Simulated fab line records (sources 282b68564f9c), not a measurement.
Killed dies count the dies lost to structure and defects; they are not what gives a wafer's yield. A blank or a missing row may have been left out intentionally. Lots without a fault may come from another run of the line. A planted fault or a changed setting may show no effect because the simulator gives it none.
One fault seen from 2 desks || flow ritCmos || every desk sees just its own numbers, and what lay behind them comes last

== FROM THE METROLOGY DESK ==
What the gauges read, lot by lot, whatever tool the lot ran on: means of the sampled wafers that have a number. If a lot's mean is further than 4 standard deviations from the usual mean, the lot is out of limits and carries the mark OUT (the distance appears in the brackets).
Columns: A = cdNm at RIT_CONTACT_CD_MEAS_08, usual 998.9 nm; B = CONTACT_OVL at RIT_CONTACT_OVL_MEAS_09, usual 0.6 nm; C = M1_OVL at RIT_M1_OVL_MEAS_10, usual -0.5 nm
{"lot": "L335", "first seen here": "day 3 09:55", "A": 1001.1, "B": 1.4, "C": 1.8}
{"lot": "L336", "first seen here": "day 3 15:59", "A": 997.0, "B": 0.6, "C": -0.9}
{"lot": "L337", "first seen here": "day 3 19:16", "A": 1001.1, "B": 2.3, "C": -0.8}
{"lot": "L338", "first seen here": "day 4 01:22", "A": 997.8, "B": 0.3, "C": -0.5}
{"lot": "L339", "first seen here": "day 4 05:56", "A": 998.7, "B": -0.7, "C": 0.0}
{"lot": "L340", "first seen here": "day 4 10:52", "A": 998.7, "B": 1.9, "C": -0.1}
{"lot": "L341", "first seen here": "day 4 17:13", "A": 1000.0, "B": 1.4, "C": -0.8}
{"lot": "L342", "first seen here": "day 5 00:02", "A": 1002.2, "B": 1.5, "C": -1.7}
{"lot": "L343", "first seen here": "day 5 04:01", "A": 998.5, "B": -0.0, "C": -1.4}
{"lot": "L344", "first seen here": "day 5 07:32", "A": 997.0, "B": 1.4, "C": 2.4}
{"lot": "L356", "first seen here": "day 7 16:39", "A": 995.4, "B": -0.3, "C": 2.7}
{"lot": "L357", "first seen here": "day 7 20:40", "A": 1000.1, "B": 0.3, "C": -1.1}
{"lot": "L358", "first seen here": "day 8 03:53", "A": 995.2, "B": 1.4, "C": -2.1}
Result from this desk: across the 13 lots, nothing is out of limits.

== TOOL OWNER'S DESK, furnace-02 ==
The tool's own readings at RIT_M1_ANNEAL_15 (time 1800 s): means of the sampled wafers that have a number, for each lot that ran on this tool. If a lot's mean is further than 4 standard deviations from the usual mean, the lot is out of limits and carries the mark OUT (the distance appears in the brackets). 7 of its 8 readings are shown: the first one out of limits and those lying furthest out on some lot.
Columns: A = spikeTcCentreC at RIT_M1_ANNEAL_15, usual 454.2 C; B = spikeTcLoadC at RIT_M1_ANNEAL_15, usual 464.1 C; C = spikeTcSourceC at RIT_M1_ANNEAL_15, usual 461.7 C; D = tubeCenterTempC at RIT_M1_ANNEAL_15, usual 450 C; E = tube_center_temp_C_max at RIT_M1_ANNEAL_15, usual 451.15; F = zonePowerLoadPct at RIT_M1_ANNEAL_15, usual 6.20 %; G = zonePowerSourcePct at RIT_M1_ANNEAL_15, usual 6.22 %
{"lot": "L335", "first seen here": "day 3 13:49", "A": 453.6, "B": 464.0, "C": 461.7, "D": 450, "E": 451.19, "F": 6.18, "G": 6.18}
{"lot": "L336", "first seen here": "day 3 19:36", "A": 454.3, "B": 462.6, "C": 461.5, "D": 450, "E": 451.27, "F": 6.26, "G": 6.19}
{"lot": "L337", "first seen here": "day 3 22:48", "A": 454.9, "B": 464.4, "C": 461.6, "D": 450, "E": 451.27, "F": 6.24, "G": 6.29}
{"lot": "L338", "first seen here": "day 4 05:05", "A": 454.7, "B": 465.9, "C": 461.1, "D": 450, "E": 451.14, "F": 6.24, "G": 6.19}
{"lot": "L339", "first seen here": "day 4 09:35", "A": 455.0, "B": 463.5, "C": 461.9, "D": 450, "E": 451.13, "F": 6.20, "G": 6.29}
{"lot": "L340", "first seen here": "day 4 14:25", "A": 454.3, "B": 463.0, "C": 461.7, "D": 450, "E": 451.17, "F": 6.25, "G": 6.18}
{"lot": "L341", "first seen here": "day 4 20:45", "A": "394.7 (-63) OUT", "B": "402.9 (-56) OUT", "C": "400.5 (-64) OUT", "D": "390 (-99 or more) OUT", "E": "391.08 (-99 or more) OUT", "F": "4.90 (-20) OUT", "G": "4.88 (-23) OUT"}
{"lot": "L342", "first seen here": "day 5 03:41", "A": "394.3 (-63) OUT", "B": "403.4 (-55) OUT", "C": "401.4 (-63) OUT", "D": "390 (-99 or more) OUT", "E": "391.17 (-99 or more) OUT", "F": "4.86 (-21) OUT", "G": "4.91 (-22) OUT"}
{"lot": "L343", "first seen here": "day 5 07:45", "A": "393.1 (-64) OUT", "B": "403.9 (-55) OUT", "C": "400.7 (-64) OUT", "D": "390 (-99 or more) OUT", "E": "390.97 (-99 or more) OUT", "F": "4.88 (-20) OUT", "G": "4.86 (-23) OUT"}
{"lot": "L344", "first seen here": "day 5 11:12", "A": "394.0 (-63) OUT", "B": "402.6 (-56) OUT", "C": "400.6 (-64) OUT", "D": "390 (-99 or more) OUT", "E": "391.17 (-99 or more) OUT", "F": "4.91 (-20) OUT", "G": "4.86 (-23) OUT"}
{"lot": "L356", "first seen here": "day 7 20:11", "A": 454.0, "B": 464.6, "C": 462.4, "D": 450, "E": 451.16, "F": 6.19, "G": 6.22}
{"lot": "L357", "first seen here": "day 8 00:27", "A": 453.8, "B": 464.0, "C": 461.5, "D": 450, "E": 451.05, "F": 6.19, "G": 6.24}
{"lot": "L358", "first seen here": "day 8 07:40", "A": 454.2, "B": 464.1, "C": 462.4, "D": 450, "E": 451.20, "F": 6.16, "G": 6.25}
This desk's finding: out of limits on L341, L342, L343, L344; first on L341, day 4 20:45 (spikeTcCentreC at RIT_M1_ANNEAL_15). In limits: L335, L336, L337, L338, L339, L340, L356, L357, L358.

== PUT TOGETHER ==
On L341, L342, L343, L344, at day 4 20:45, an alarm was possible from the tool owner's desk.
From the metrology desk's view, nothing was out of limits.
The metrology desk holds a record of L341, L342, L343, L344, inside its limits.
On furnace-02, each named lot ran RIT_M1_ANNEAL_15.

== WHAT WAS PUT IN BY THE SIMULATOR ==
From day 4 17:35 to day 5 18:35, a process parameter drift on furnace-02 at RIT_M1_ANNEAL_15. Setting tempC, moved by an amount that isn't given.
Shown lots that were struck: L341, L342, L343, L344.
Each desk's first reading out of limits, in hours after the fault started: the tool owner's desk, 3.
